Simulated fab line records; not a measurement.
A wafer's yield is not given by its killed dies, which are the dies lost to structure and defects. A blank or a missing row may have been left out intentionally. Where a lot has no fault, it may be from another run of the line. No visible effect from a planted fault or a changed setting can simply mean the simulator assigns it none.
Which tool did it? :: flow rit_cmos :: 14 lots, 42 wafers sampled, at 5 steps of a route of 202

== WHAT EACH GAUGE READ, for each wafer ==
RIT_NRETRO_TW_MEAS_10. Usual: NRETRO_TW typically reads 1050, with standard deviation 4.
lot: L686
measured: day 2 06:38
on: film_metro-01
NRETRO_TW: 1056 1051 1056
flag: 

lot: L687
measured: day 2 10:41
on: film_metro-01
NRETRO_TW: 1053 1049 1055
flag: 

lot: L688
measured: day 2 16:22
on: film_metro-02
NRETRO_TW: 1045 1048 1044
flag: 

lot: L689
measured: day 2 21:31
on: film_metro-04
NRETRO_TW: 1048 1046 1050
flag: 

lot: L690
measured: day 3 04:17
on: film_metro-02
NRETRO_TW: 1048 1049 1045
flag: 

lot: L692
measured: day 3 13:05
on: film_metro-01
NRETRO_TW: 1047 1048 1048
flag: 

lot: L693
measured: day 3 17:10
on: film_metro-01
NRETRO_TW: 1045 1040 1042
flag: 

lot: L694
measured: day 3 23:14
on: film_metro-01
NRETRO_TW: 1049 1051 1047
flag: 

lot: L700
measured: day 5 08:14
on: film_metro-04
NRETRO_TW: 1076 1077 1083
flag: OFF

lot: L701
measured: day 5 11:33
on: film_metro-04
NRETRO_TW: 1083 1084 1088
flag: OFF

lot: L702
measured: day 5 16:41
on: film_metro-02
NRETRO_TW: 1045 1048 1047
flag: 

lot: L703
measured: day 5 21:53
on: film_metro-02
NRETRO_TW: 1045 1048 1046
flag: 

lot: L705
measured: day 6 08:31
on: film_metro-02
NRETRO_TW: 1042 1043 1042
flag: 

lot: L706
measured: day 6 12:04
on: film_metro-01
NRETRO_TW: 1055 1055 1052
flag: 

RIT_M1_THK_MEAS_02: measures by xrf. Usual: M1_AL_THK typically reads 410 nm, with standard deviation 4.5.
lot: L686
measured: day 3 06:16
on: film_metro-02
M1_AL_THK (nm): 406 410 411
flag: 

lot: L687
measured: day 3 12:12
on: film_metro-02
M1_AL_THK (nm): 419 415 419
flag: 

lot: L688
measured: day 3 19:11
on: film_metro-02
M1_AL_THK (nm): 408 411 415
flag: 

lot: L689
measured: day 3 20:53
on: film_metro-02
M1_AL_THK (nm): 416 414 418
flag: 

lot: L690
measured: day 4 04:19
on: film_metro-01
M1_AL_THK (nm): 406 406 401
flag: 

lot: L692
measured: day 4 12:21
on: film_metro-01
M1_AL_THK (nm): 407 408 412
flag: 

lot: L693
measured: day 4 15:53
on: film_metro-01
M1_AL_THK (nm): 412 410 409
flag: 

lot: L694
measured: day 4 22:40
on: film_metro-04
M1_AL_THK (nm): 401 403 406
flag: 

lot: L700
measured: day 6 10:44
on: film_metro-01
M1_AL_THK (nm): 411 415 418
flag: 

lot: L701
measured: day 6 17:17
on: film_metro-01
M1_AL_THK (nm): 414 408 415
flag: 

lot: L702
measured: day 6 17:49
on: film_metro-02
M1_AL_THK (nm): 408 413 412
flag: 

lot: L703
measured: day 6 21:47
on: film_metro-02
M1_AL_THK (nm): 414 411 412
flag: 

lot: L705
measured: day 7 09:52
on: film_metro-01
M1_AL_THK (nm): 407 411 408
flag: 

lot: L706
measured: day 7 15:25
on: film_metro-04
M1_AL_THK (nm): 408 409 405
flag: 

== WHAT TOOL EACH LOT RAN ON (gives the tool, then ch and the chambers of the sampled wafers, and finally the start) ==
lot: L686
RIT_NWELL_STRIP_09: plasma_asher-02 ch 0,1, day 1 21:41
RIT_NRETRO_IMPLANT_08: implanter-03 ch 0, day 2 06:19
RIT_SILICIDE_RTA_04: rtp_anneal-01 ch 0, day 3 03:11

lot: L687
RIT_NWELL_STRIP_09: plasma_asher-03 ch 1, day 2 01:49
RIT_NRETRO_IMPLANT_08: implanter-02 ch 0, day 2 10:22
RIT_SILICIDE_RTA_04: rtp_anneal-02 ch 0, day 3 09:23

lot: L688
RIT_NWELL_STRIP_09: plasma_asher-04 ch 0,1, day 2 07:42
RIT_NRETRO_IMPLANT_08: implanter-01 ch 0, day 2 16:02
RIT_SILICIDE_RTA_04: rtp_anneal-01 ch 0, day 3 16:14

lot: L689
RIT_NWELL_STRIP_09: plasma_asher-03 ch 0,1, day 2 12:25
RIT_NRETRO_IMPLANT_08: implanter-01 ch 0, day 2 21:12
RIT_SILICIDE_RTA_04: rtp_anneal-02 ch 0, day 3 17:56

lot: L690
RIT_NWELL_STRIP_09: plasma_asher-04 ch 0,1, day 2 19:26
RIT_NRETRO_IMPLANT_08: implanter-03 ch 0, day 3 03:58
RIT_SILICIDE_RTA_04: rtp_anneal-01 ch 0, day 4 01:25

lot: L692
RIT_NWELL_STRIP_09: plasma_asher-04 ch 0,1, day 3 04:02
RIT_NRETRO_IMPLANT_08: implanter-01 ch 0, day 3 12:46
RIT_SILICIDE_RTA_04: rtp_anneal-01 ch 0, day 4 09:14

lot: L693
RIT_NWELL_STRIP_09: plasma_asher-04 ch 0,1, day 3 07:42
RIT_NRETRO_IMPLANT_08: implanter-02 ch 0, day 3 16:51
RIT_SILICIDE_RTA_04: rtp_anneal-01 ch 0, day 4 12:53

lot: L694
RIT_NWELL_STRIP_09: plasma_asher-02 ch 0,1, day 3 14:17
RIT_NRETRO_IMPLANT_08: implanter-02 ch 0, day 3 22:55
RIT_SILICIDE_RTA_04: rtp_anneal-01 ch 0, day 4 19:43

lot: L700
RIT_NWELL_STRIP_09: plasma_asher-03 ch 0,1, day 4 21:17
RIT_NRETRO_IMPLANT_08: implanter-01 ch 0, day 5 07:55
RIT_SILICIDE_RTA_04: rtp_anneal-02 ch 0, day 6 07:54

lot: L701
RIT_NWELL_STRIP_09: plasma_asher-04 ch 0,1, day 5 01:35
RIT_NRETRO_IMPLANT_08: implanter-01 ch 0, day 5 11:14
RIT_SILICIDE_RTA_04: rtp_anneal-02 ch 0, day 6 14:23

lot: L702
RIT_NWELL_STRIP_09: plasma_asher-03 ch 0,1, day 5 07:01
RIT_NRETRO_IMPLANT_08: implanter-03 ch 0, day 5 16:22
RIT_SILICIDE_RTA_04: rtp_anneal-02 ch 0, day 6 14:52

lot: L703
RIT_NWELL_STRIP_09: plasma_asher-04 ch 0,1, day 5 12:39
RIT_NRETRO_IMPLANT_08: implanter-03 ch 0, day 5 21:36
RIT_SILICIDE_RTA_04: rtp_anneal-01 ch 0, day 6 18:49

lot: L705
RIT_NWELL_STRIP_09: plasma_asher-02 ch 0,1, day 5 23:47
RIT_NRETRO_IMPLANT_08: implanter-03 ch 0, day 6 08:11
RIT_SILICIDE_RTA_04: rtp_anneal-02 ch 0, day 7 07:00

lot: L706
RIT_NWELL_STRIP_09: plasma_asher-03 ch 0,1, day 6 02:28
RIT_NRETRO_IMPLANT_08: implanter-02 ch 0, day 6 11:45
RIT_SILICIDE_RTA_04: rtp_anneal-02 ch 0, day 7 12:26
- RIT_NWELL_STRIP_09: strips in O2, time 180 s.
- RIT_NRETRO_IMPLANT_08
- RIT_SILICIDE_RTA_04: time 10 s, ramp up 5 s, ramp down 5 s.

== AS READ BY THE TOOLS THEMSELVES (means over the sampled wafers that have a number; for cases with no such wafer, the mark the record gives instead) ==
RIT_NWELL_STRIP_09. Usual: drypump_motor_current_A at 5.9 A, with a standard deviation of 0.36.
lot: L686
tool: plasma_asher-02
drypump_motor_current_A (A): 6.0
flag: 

lot: L687
tool: plasma_asher-03
drypump_motor_current_A (A): 6.5
flag: 

lot: L688
tool: plasma_asher-04
drypump_motor_current_A (A): 5.8
flag: 

lot: L689
tool: plasma_asher-03
drypump_motor_current_A (A): 5.7
flag: 

lot: L690
tool: plasma_asher-04
drypump_motor_current_A (A): 5.9
flag: 

lot: L692
tool: plasma_asher-04
drypump_motor_current_A (A): 5.8
flag: 

lot: L693
tool: plasma_asher-04
drypump_motor_current_A (A): 5.9
flag: 

lot: L694
tool: plasma_asher-02
drypump_motor_current_A (A): 6.0
flag: 

lot: L700
tool: plasma_asher-03
drypump_motor_current_A (A): 6.1
flag: 

lot: L701
tool: plasma_asher-04
drypump_motor_current_A (A): 5.8
flag: 

lot: L702
tool: plasma_asher-03
drypump_motor_current_A (A): 6.1
flag: 

lot: L703
tool: plasma_asher-04
drypump_motor_current_A (A): 5.8
flag: 

lot: L705
tool: plasma_asher-02
drypump_motor_current_A (A): 5.7
flag: 

lot: L706
tool: plasma_asher-03
drypump_motor_current_A (A): 6.1
flag: 

RIT_NRETRO_IMPLANT_08. Usual: dose_ions_cm2 1.0003e+13, standard deviation 1.1e+10; faraday_current_uA 31.6, standard deviation 0.62.
lot: L686
tool: implanter-03
dose_ions_cm2: 1.0018e+13
faraday_current_uA: 31.6
flag: 

lot: L687
tool: implanter-02
dose_ions_cm2: 1.0005e+13
faraday_current_uA: 31.2
flag: 

lot: L688
tool: implanter-01
dose_ions_cm2: 9.9990e+12
faraday_current_uA: 31.5
flag: 

lot: L689
tool: implanter-01
dose_ions_cm2: 1.0009e+13
faraday_current_uA: 31.5
flag: 

lot: L690
tool: implanter-03
dose_ions_cm2: 1.0004e+13
faraday_current_uA: 31.2
flag: 

lot: L692
tool: implanter-01
dose_ions_cm2: 9.9970e+12
faraday_current_uA: 31.4
flag: 

lot: L693
tool: implanter-02
dose_ions_cm2: 1.0001e+13
faraday_current_uA: 31.6
flag: 

lot: L694
tool: implanter-02
dose_ions_cm2: 1.0002e+13
faraday_current_uA: 32.2
flag: 

lot: L700
tool: implanter-01
dose_ions_cm2: 1.0999e+13
faraday_current_uA: 35.1
flag: OFF

lot: L701
tool: implanter-01
dose_ions_cm2: 1.1010e+13
faraday_current_uA: 34.9
flag: OFF

lot: L702
tool: implanter-03
dose_ions_cm2: 9.9997e+12
faraday_current_uA: 31.4
flag: 

lot: L703
tool: implanter-03
dose_ions_cm2: 1.0008e+13
faraday_current_uA: 31.9
flag: 

lot: L705
tool: implanter-03
dose_ions_cm2: 1.0005e+13
faraday_current_uA: 32.2
flag: 

lot: L706
tool: implanter-02
dose_ions_cm2: 1.0000e+13
faraday_current_uA: 32.0
flag: 

RIT_SILICIDE_RTA_04. Usual: wafer_temp_C_max at 654.5, with a standard deviation of 0.9.
lot: L686
tool: rtp_anneal-01
wafer_temp_C_max: 654.6
flag: 

lot: L687
tool: rtp_anneal-02
wafer_temp_C_max: 653.4
flag: 

lot: L688
tool: rtp_anneal-01
wafer_temp_C_max: 654.9
flag: 

lot: L689
tool: rtp_anneal-02
wafer_temp_C_max: 654.1
flag: 

lot: L690
tool: rtp_anneal-01
wafer_temp_C_max: 655.0
flag: 

lot: L692
tool: rtp_anneal-01
wafer_temp_C_max: 654.4
flag: 

lot: L693
tool: rtp_anneal-01
wafer_temp_C_max: 655.2
flag: 

lot: L694
tool: rtp_anneal-01
wafer_temp_C_max: 654.8
flag: 

lot: L700
tool: rtp_anneal-02
wafer_temp_C_max: 654.3
flag: 

lot: L701
tool: rtp_anneal-02
wafer_temp_C_max: 653.6
flag: 

lot: L702
tool: rtp_anneal-02
wafer_temp_C_max: 654.1
flag: 

lot: L703
tool: rtp_anneal-01
wafer_temp_C_max: 655.3
flag: 

lot: L705
tool: rtp_anneal-02
wafer_temp_C_max: 653.1
flag: 

lot: L706
tool: rtp_anneal-02
wafer_temp_C_max: 653.8
flag: 

== THE ANSWER, worked out from the rows above alone ==
Rule: take the mean of a lot's wafers that have a number; if it is more than 3 standard deviations from the usual mean, the lot is off. A lot without any number at a reading at which 4 lots or more have one is off too. Where the step has rows for the other lots, those lots are counted as sound. The gauges are gone through in route order, then the tools' own readings, and for those a lot's mean is taken as printed above. At the first step where some lot is off, the reading lying furthest off is the one used; lots without a number count as furthest.
Off: L700, L701, seen at RIT_NRETRO_TW_MEAS_10 (NRETRO_TW).
A tool fits if, at a process step before that reading, it ran every lot that is off, and no sound lot after the first of them. Not tried: the gauges at RIT_NRETRO_TW_MEAS_10; whatever is off there is also off at RIT_NRETRO_IMPLANT_08, on other tools, and gauge error can't account for it. One fits: implanter-01 at RIT_NRETRO_IMPLANT_08. Its last sound lot is L692 (day 3 12:46), its first lot that is off L700 (day 5 07:55): a fault that began between those two fits.
The tool's own readings at RIT_NRETRO_IMPLANT_08 bear it out: on the lots that are off they differ by more than 5 times the standard deviation of the sound lots' means. dose_ions_cm2 reads 1.1004e+13 there against 1.0004e+13 on the sound lots; faraday_current_uA reads 35.0 there against 31.6 on the sound lots.

== WHAT HAD BEEN PUT IN BY THE SIMULATOR ==
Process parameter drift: implanter-01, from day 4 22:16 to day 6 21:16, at RIT_NRETRO_IMPLANT_08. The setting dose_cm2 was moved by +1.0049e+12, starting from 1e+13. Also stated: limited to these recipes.
Lots struck among those shown: L700, L701. The same result came from the rule above.
